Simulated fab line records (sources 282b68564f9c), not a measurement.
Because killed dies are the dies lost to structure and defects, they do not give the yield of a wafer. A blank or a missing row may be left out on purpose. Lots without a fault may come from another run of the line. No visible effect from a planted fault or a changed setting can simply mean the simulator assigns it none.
A struck lot beside a sound one :: flow rit-cmos :: 16 steps out of a route of 202
Sound: wafers L668.4, L668.5, L668.6. Wafers struck: L679.1, L679.2, L679.6. The cause comes at the end.
For every step that has rows: the tool of each side, followed by ch and its chambers, followed by its first start. Under that, the readings that differ: sound wafers :: struck wafers :: difference of the means :: sigmas: that difference in standard deviations of wafers without a fault.
alike: a reading whose means differ by less than 2 such deviations, as well as words and numbers matching on both sides. not compared: withheld readings; readings where some wafer has no value; bounds like >300 that might hide an equal value; numbers whose values overlap and for which the record gives no deviation.
Wherever a step has rows on one side only, a row that says differs or no value, or a row with sigmas, the two part there. Numbers that have no deviation but don't overlap get no sigmas and don't part them. A reading missing from all wafers of one side parts the sides only when that side holds two or more wafers.

first, 3 steps without rows for these wafers: RIT_REOX_CLEAN_01 (cleans in dHF, time 30 s); RIT_REOX_CLEAN_02 (cleans in SC2, time 600 s); RIT_REOX_OXIDATION_03 (target thk 25.2 nm, ox time 5580 s).
RIT_REOX_THK_MEAS_04:
  sound on film-metro-03, day 3 14:13; struck on film-metro-01, day 5 17:20
  alike: REOX_OXIDE_THK
then, 6 steps without rows for these wafers: RIT_NLDD_HMDS_00 (prime time 60 s); RIT_NLDD_COAT_01 (resist thk 1000 nm); RIT_NLDD_SOFTBAKE_02 (time 60 s); RIT_NLDD_EXPOSE_03 (exposes mask M7, target cd 40700 nm); RIT_NLDD_PEB_04; RIT_NLDD_DEVELOP_05 (develop time 50 s).
RIT_NLDD_OVL_MEAS_06:
  sound on overlay-02, day 3 15:22; struck on overlay-02, day 5 18:22
  alike: NLDD_OVL
then, 1 step without rows for these wafers: RIT_NLDD_HARDBAKE_07 (time 60 s).
RIT_NLDD_IMPLANT_08:
  sound on implanter-02 ch 0, day 3 15:36; struck on implanter-01 ch 0, day 5 18:33
RIT_NLDD_STRIP_09: strips in O2, time 180 s.
  sound on plasma-asher-04 ch 0,1, day 3 15:44; struck on plasma-asher-03 ch 0,1, day 5 18:42
  alike: drypump-motor-current-A
  not compared: rf-hours-counter-h
RIT_NLDD_TW_MEAS_10:
  sound on film-metro-03, day 3 15:53; struck on film-metro-03, day 5 19:07
reading: NLDD_TW
sound: 2491 2493 2503
struck: 2375 2295 2478
difference: -113
sigmas: -7
  not compared: hold
RIT_M1_PROBE_99:
  sound on prober-01, day 4 08:51; struck on prober-02, day 6 14:25
reading: killed_at_M0_to_M3
sound: 0 0 0
struck: 0 1 0
difference: +0
sigmas: +3
  alike: killed-at-contacts, killed-at-front-end, killed-dies, killed-open, killed-short

WHERE THEY PART
First at RIT_NLDD_TW_MEAS_10; last, within this record, at RIT_M1_PROBE_99.

WHY: whatever the simulator had introduced
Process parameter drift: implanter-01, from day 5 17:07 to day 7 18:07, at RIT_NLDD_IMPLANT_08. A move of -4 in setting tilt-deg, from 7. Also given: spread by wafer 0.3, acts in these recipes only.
